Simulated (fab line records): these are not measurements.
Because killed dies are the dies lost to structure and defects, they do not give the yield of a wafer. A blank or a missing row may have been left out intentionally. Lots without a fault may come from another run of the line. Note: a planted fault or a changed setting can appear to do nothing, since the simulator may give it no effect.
Which tool was responsible? -- flow rit_cmos -- 14 lots, 42 wafers sampled, at 2 steps of a route of 202

WHAT THE GAUGES READ, wafer by wafer
The record lacks any reading of a measuring or inspecting step that a usual standard deviation could be used to judge.

EACH LOT AND THE TOOL THAT RAN IT (in order: tool; ch and the chambers of the sampled wafers; start)
lot,RIT_ACTIVE_ETCH_13,RIT_M1_PROBE_99
L965,"rie_diel-04 ch 0,1,3, day 1 15:06","prober-02, day 3 20:14"
L966,"rie_diel-04 ch 1,2, day 1 19:43","prober-01, day 3 21:47"
L967,"rie_diel-02 ch 1,3, day 2 01:56","prober-02, day 3 23:17"
L970,"rie_diel-04 ch 0,2,3, day 2 17:26","prober-01, day 4 16:01"
L972,"rie_diel-04 ch 0,2,3, day 3 02:39","prober-01, day 5 01:48"
L973,"rie_diel-01 ch 0,2, day 3 08:51","prober-02, day 5 03:43"
L974,"rie_diel-02 ch 0,1, day 3 12:56","prober-01, day 5 13:16"
L975,"rie_diel-04 ch 0,1, day 3 17:29","prober-02, day 5 17:19"
L976,"rie_diel-01 ch 0,1,3, day 3 23:00","prober-01, day 5 18:46"
L977,"rie_diel-04 ch 0,3, day 4 03:26","prober-02, day 6 02:48"
L979,"rie_diel-01 ch 1,2,3, day 4 16:02","prober-02, day 6 20:04"
L980,"rie_diel-04 ch 0,1,3, day 4 18:33","prober-01, day 7 01:10"
L981,"rie_diel-02 ch 1,2,3, day 4 22:56","prober-02, day 7 02:40"
L983,"rie_diel-04 ch 0,1,3, day 5 08:50","prober-02, day 7 22:26"
- RIT_ACTIVE_ETCH_13: etches Si3N4 in SF6, stops on SiO2, time 210 s, target depth 210 nm.
- RIT_M1_PROBE_99

WHAT THE TOOLS THEMSELVES READ (means of the sampled wafers that have a number; where no wafer has one, the mark that the record gives instead)
RIT_ACTIVE_ETCH_13.
lot,tool,chamber_pressure_mTorr (mTorr),drypump_motor_current_A (A),oes_product_au (a.u.),throttle_valve_pct (%)
L965,rie_diel-04,260.04,5.6,0.821,7.39
L966,rie_diel-04,259.85,5.9,0.825,7.34
L967,rie_diel-02,259.91,5.1,0.812,7.66
L970,rie_diel-04,259.99,5.6,0.838,7.47
L972,rie_diel-04,259.95,5.7,0.831,7.47
L973,rie_diel-01,260.00,6.3,0.822,7.56
L974,rie_diel-02,259.95,5.4,0.816,7.50
L975,rie_diel-04,259.96,5.7,0.820,7.34
L976,rie_diel-01,260.15,5.4,0.809,7.44
L977,rie_diel-04,260.07,5.5,0.819,7.47
L979,rie_diel-01,259.99,5.8,0.805,7.53
L980,rie_diel-04,208.14,5.6,0.820,7.39
L981,rie_diel-02,260.11,5.0,0.820,7.60
L983,rie_diel-04,207.98,5.6,0.815,7.38

RIT_M1_PROBE_99.
lot,tool,killed_at_contacts,killed_at_front_end,killed_dies,killed_on_rim,killed_open,killed_short
L965,prober-02,0.0,6.0,6.0,0.0,2.3,3.7
L966,prober-01,0.0,7.7,7.7,1.7,4.7,3.0
L967,prober-02,0.0,8.7,8.7,2.3,5.3,3.3
L970,prober-01,0.0,4.7,4.7,0.7,2.0,2.7
L972,prober-01,0.0,8.3,8.3,1.3,4.0,4.3
L973,prober-02,0.0,5.3,5.3,2.0,3.0,2.3
L974,prober-01,0.0,7.3,7.3,3.3,3.3,4.0
L975,prober-02,0.3,7.3,7.7,1.3,3.7,3.3
L976,prober-01,0.0,8.7,8.7,1.3,4.3,4.3
L977,prober-02,0.0,3.3,3.3,1.0,2.0,1.3
L979,prober-02,0.0,5.7,5.7,2.7,2.7,2.3
L980,prober-01,0.0,5.7,5.7,0.7,2.0,3.3
L981,prober-02,0.0,5.3,5.3,2.0,2.0,3.3
L983,prober-02,0.0,9.0,9.0,2.3,4.0,5.0

THE ANSWER, worked out from the rows above alone
Rule: usual is defined by the lots themselves. Put in order of their means at a reading, lots are off if they are a third of the lots or fewer, leave a main group of 4 or more, and stand apart from it by a gap of 3 or more times the standard deviation of the main group's means; of several such gaps the widest counts. If all means in a main group match to the digits the tables above print for the reading, that group is not used. A lot without any number at a reading at which 4 lots or more have one is off too. Any other lot the step has rows for is counted as sound. First the gauges in route order, then the tools' own readings, where a lot's mean is used as printed above. At the first step where some lot is off, the reading lying furthest off is the one used; lots without a number count as furthest.
Off, at RIT_ACTIVE_ETCH_13 on chamber_pressure_mTorr: L980, L983. Mean 260.00 mTorr and standard deviation 0.081 in the main group.
If a tool, at that step or one of the process steps before it, ran each lot that is off and ran no sound lot following the first of them, it fits. One fits: RIT_ACTIVE_ETCH_13 on rie_diel-04. A fault onset in the window from L977 (day 4 03:26, its last sound lot) to L980 (day 4 18:33, its first lot off) fits.
The tool's own readings at RIT_ACTIVE_ETCH_13 bear it out: on the lots that are off they differ by more than 5 times the standard deviation of the sound lots' means. chamber_pressure_mTorr reads 208.06 mTorr there against 260.00 mTorr on the sound lots.

WHAT HAD BEEN PUT IN BY THE SIMULATOR
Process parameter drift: rie_diel-04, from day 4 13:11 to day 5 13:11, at RIT_ACTIVE_ETCH_13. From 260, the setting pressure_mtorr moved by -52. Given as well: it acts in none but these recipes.
Shown lots that were struck: L980, L983. This agrees with what the rule above found.
